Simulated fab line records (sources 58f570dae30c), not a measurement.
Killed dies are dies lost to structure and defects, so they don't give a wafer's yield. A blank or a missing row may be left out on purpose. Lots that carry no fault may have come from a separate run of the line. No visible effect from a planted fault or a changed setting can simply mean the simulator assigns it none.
Split-lot study ; flow berkeley-cmos170 ; 23 wafers read across 5 lots, on a route 331 steps long

ABOUT THE SPLIT
At UCB170_ZERO_COAT_01 (resist thk 900 nm), the setting spin-rpm was moved away from the recipe's 1500 rpm on 8 of the 23 wafers read, by -2.3% to +5.9%. All remaining wafers had this setting at the recipe value.

Reading taken at the split's own step.

THE READING
KrF_of_ZERO_COAT_01.thk-nm (the simulator's own value, which no gauge read), in nm, at UCB170_ZERO_COAT_01 (resist thk 900 nm). The file gives no usual value for it. The 15 wafers here that ran the recipe average 901.6 nm, standard deviation 3.1 nm.

wafer;tool, chamber at the split;spin-rpm as run, rpm;against the recipe;KrF_of_ZERO_COAT_01.thk-nm, nm;against lot-mates on the recipe
L074.1;litho-track-02, 0;1588;+5.9%;871.2;-27.0
L074.2;litho-track-02, 0;1588;+5.9%;871.1;-27.1
L074.3;litho-track-02, 0;1500;recipe;898.1;-
L074.4;litho-track-02, 0;1500;recipe;897.5;-
L074.6;litho-track-02, 0;1500;recipe;899.1;-
L075.1;litho-track-03, 0;1500;recipe;905.4;-
L075.2;litho-track-03, 0;1560;+4.0%;884.5;-18.9
L075.3;litho-track-03, 0;1500;recipe;902.5;-
L075.5;litho-track-03, 0;1500;recipe;902.3;-
L075.6;litho-track-03, 0;1560;+4.0%;883.2;-20.2
L076.1;litho-track-02, 0;1500;recipe;902.1;-
L076.2;litho-track-02, 0;1552;+3.5%;886.2;-14.6
L076.3;litho-track-02, 0;1552;+3.5%;888.1;-12.7
L076.5;litho-track-02, 0;1500;recipe;900.7;-
L076.6;litho-track-02, 0;1500;recipe;899.7;-
L079.1;litho-track-03, 0;1500;recipe;898.2;-
L079.5;litho-track-03, 0;1500;recipe;898.2;-
L079.2;litho-track-03, 0;1465;-2.3%;908;+9.0
L079.3;litho-track-03, 0;1465;-2.3%;908.4;+9.4
L079.6;litho-track-03, 0;1500;recipe;900.7;-
L084.2;litho-track-02, 0;1500;recipe;907;-
L084.3;litho-track-02, 0;1500;recipe;905.6;-
L084.5;litho-track-02, 0;1500;recipe;906.3;-

FIT RESULTS
A straight line over all 23 wafers: KrF_of_ZERO_COAT_01.thk-nm changes by -4.55 nm for each +1% of spin-rpm; r = -0.96; the points scatter about the line by 3.1 nm.
The same after taking each lot's own level away (the mean of its wafers on the recipe; 23 wafers): -4.48 nm for each +1%; r = -0.99; scatter 1.3 nm.
That fit puts the effect of the largest move of spin-rpm on the reading at 26 nm.
The lots' own levels span 898.23 to 906.30 nm, that is 2.6 times the standard deviation above.
The two slopes are in agreement: the lot-to-lot level therefore moves the slope only a little.
Check: for one of the wafers moved furthest among these (+5.9%), held out of the fit, the line's prediction against its lot-mates is -26.2 nm. It came out at -27 nm against them.

THE WHOLE CHAIN: every reading that the file lists as answering this split, in the file's order
step;what it does;reading;change (the file's fit);r (the file's)
UCB170_ZERO_COAT_01;resist thk 900 nm;KrF_of_ZERO_COAT_01.thk-nm (the simulator's own value, which no gauge read);-4.51 nm for each +1% of the setting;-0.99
UCB170_ZERO_STRIP_07;strips in O2;strip-time-to-endpoint-s;withheld for each +1% of the setting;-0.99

THE FILE'S OWN FIT
KrF_of_ZERO_COAT_01.thk-nm changes by -4.51 nm for each +1% of spin-rpm, r = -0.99.
